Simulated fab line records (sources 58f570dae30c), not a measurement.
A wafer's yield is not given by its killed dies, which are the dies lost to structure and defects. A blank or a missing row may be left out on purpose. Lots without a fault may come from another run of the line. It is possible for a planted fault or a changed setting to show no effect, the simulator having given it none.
Comparing a struck lot with a sound one | flow berkeley cmos170 | 14 steps out of a route of 331
Sound: wafers L405.1, L405.2, L405.4. Wafers L410.1, L410.2, L410.6 were the ones struck. The cause comes at the end.
For every step that has rows: the tool of each side, followed by ch and its chambers, followed by its first start. Under that, the readings that differ: sound wafers | struck wafers | difference of the means | sigmas: that difference in standard deviations of wafers without a fault.
alike: words and numbers the same on both sides, and readings whose means are apart by under 2 such deviations; not compared: readings that were withheld, readings missing a value for some wafer, numbers with overlapping values and no deviation given by the record, and bounds like >300 which may hide the same value.
A row with sigmas, a row that says differs or no value, or rows on one side alone: a step with any of these is where the two part. Non-overlapping numbers with no deviation appear without sigmas and do not part them. A reading missing from all wafers of one side parts the sides only when that side holds two or more wafers.

first, 1 step without rows for these wafers: UCB170_M2_PRE_CLEAN_00 (preclean etch time 60 s).
UCB170_M2_SPUTTER_01: material Al, target thk 900 nm, time 120 s.
  struck on pvd sputter-04, day 11 06:10; sound on pvd sputter-04, day 9 20:21
  alike: throttle valve pct
UCB170_M2_RS_MEAS_02: a four-point-probe measurement.
  struck on film metro-04, day 11 06:14; sound on film metro-02, day 9 20:26
  alike: M2_AL_RS
UCB170_M2_THK_MEAS_03: measures by xrf.
  struck on film metro-04, day 11 06:22; sound on film metro-02, day 9 20:33
  alike: M2_AL_THK
then, 3 steps without rows for these wafers: UCB170_M2_HMDS_04 (prime time 60 s); UCB170_M2_COAT_05 (resist thk 900 nm); UCB170_M2_SOFTBAKE_06 (time 60 s).
UCB170_M2_STRIP_07: strips in O2.
  sound on plasma asher-04 ch 0,1, day 9 21:04; struck on plasma asher-02 ch 0,1, day 11 06:52
  alike: drypump motor current A, oes product au, strip time to endpoint s
  not compared: rf hours counter h
then, 4 steps without rows for these wafers: UCB170_M2_STRIP_08 (strips KrF in DMSO, time 600 s); UCB170_M2_COAT_09; UCB170_M2_COAT_10 (resist thk 900 nm); UCB170_M2_SOFTBAKE_11 (time 60 s).
UCB170_M2_EXPOSE_12: exposes mask METAL2, target cd 700 nm.
  sound on krf scanner-02 ch 0, day 9 21:48; struck on krf scanner-01, day 11 07:43
  no value came back on the struck wafers for exposure dose mJ cm2, focus offset nm (nm); on the sound wafers exposure dose mJ cm2 reads 26.02 26.01 25.96
  alike: mask
next, for these wafers, 1 step has no rows: UCB170_M2_PEB_13.

== WHERE THEY PART ==
UCB170_M2_EXPOSE_12 only, going by this record.

WHY: what had been put in by the simulator
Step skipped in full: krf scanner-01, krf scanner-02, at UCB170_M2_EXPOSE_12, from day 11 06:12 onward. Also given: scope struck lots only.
